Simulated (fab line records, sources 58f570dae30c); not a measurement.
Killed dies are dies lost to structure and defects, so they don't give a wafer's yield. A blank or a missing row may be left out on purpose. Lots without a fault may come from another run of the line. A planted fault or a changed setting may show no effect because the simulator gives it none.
Which tool did it? | flow berkeley_cmos170 | 7 lots, 21 wafers sampled, at 3 steps of a route of 331

WHAT THE GAUGES READ, wafer by wafer
UCB170_GATE_CD_MEAS_12: target cd 350 nm.
lot  | measured     | on        | cd_nm (nm)
L774 | day 7 23:36  | cd_sem-02 | 348.4 348.8 348.1
L778 | day 8 21:56  | cd_sem-01 | 351.3 351.8 352.5
L786 | day 11 06:31 | cd_sem-02 | 350.6 352.0 351.3
L789 | day 11 20:17 | cd_sem-01 | 351.2 349.8 350.3
L791 | day 12 21:15 | cd_sem-01 | 349.7 349.8 348.9
L793 | day 13 10:20 | cd_sem-02 | 351.1 349.9 349.8
L796 | day 13 16:02 | cd_sem-02 | 350.8 350.5 350.7

WHICH TOOL RAN EACH LOT (tool, then ch and the chambers of the sampled wafers, then the start)
lot  | UCB170_NWELL_IMPLANT_14        | UCB170_PWELL_STRIP_16
L774 | implanter-04 ch 0, day 2 18:10 | plasma_asher-03 ch 0,1, day 3 17:17
L778 | implanter-02 ch 0, day 3 14:55 | plasma_asher-03 ch 0,1, day 4 10:38
L786 | implanter-04 ch 0, day 5 04:20 | plasma_asher-03 ch 0,1, day 6 01:21
L789 | implanter-01 ch 0, day 5 16:48 | plasma_asher-03 ch 0,1, day 6 13:56
L791 | implanter-01 ch 0, day 6 16:34 | plasma_asher-04 ch 0,1, day 7 22:29
L793 | implanter-02 ch 0, day 7 04:53 | plasma_asher-04 ch 0,1, day 8 10:46
L796 | implanter-01 ch 0, day 7 22:46 | plasma_asher-02 ch 0,1, day 8 23:56
- UCB170_NWELL_IMPLANT_14
- UCB170_PWELL_STRIP_16: strips in O2.

THE ANSWER, worked out from the rows above alone
Rule: what is usual is taken from the lots themselves. Put in order of their means at a reading, lots are off if they are a third of the lots or fewer, leave a main group of 4 or more, and stand apart from it by a gap of 3 or more times the standard deviation of the main group's means; of several such gaps the widest counts. A main group whose means are all the same, to the digits that the tables above print for the reading, isn't used. A lot without any number at a reading at which 4 lots or more have one is off too. The other lots that the step has rows for count as sound.
No lot is off at any reading shown: from this, nothing can be told.

WHAT THE SIMULATOR HAD PUT IN
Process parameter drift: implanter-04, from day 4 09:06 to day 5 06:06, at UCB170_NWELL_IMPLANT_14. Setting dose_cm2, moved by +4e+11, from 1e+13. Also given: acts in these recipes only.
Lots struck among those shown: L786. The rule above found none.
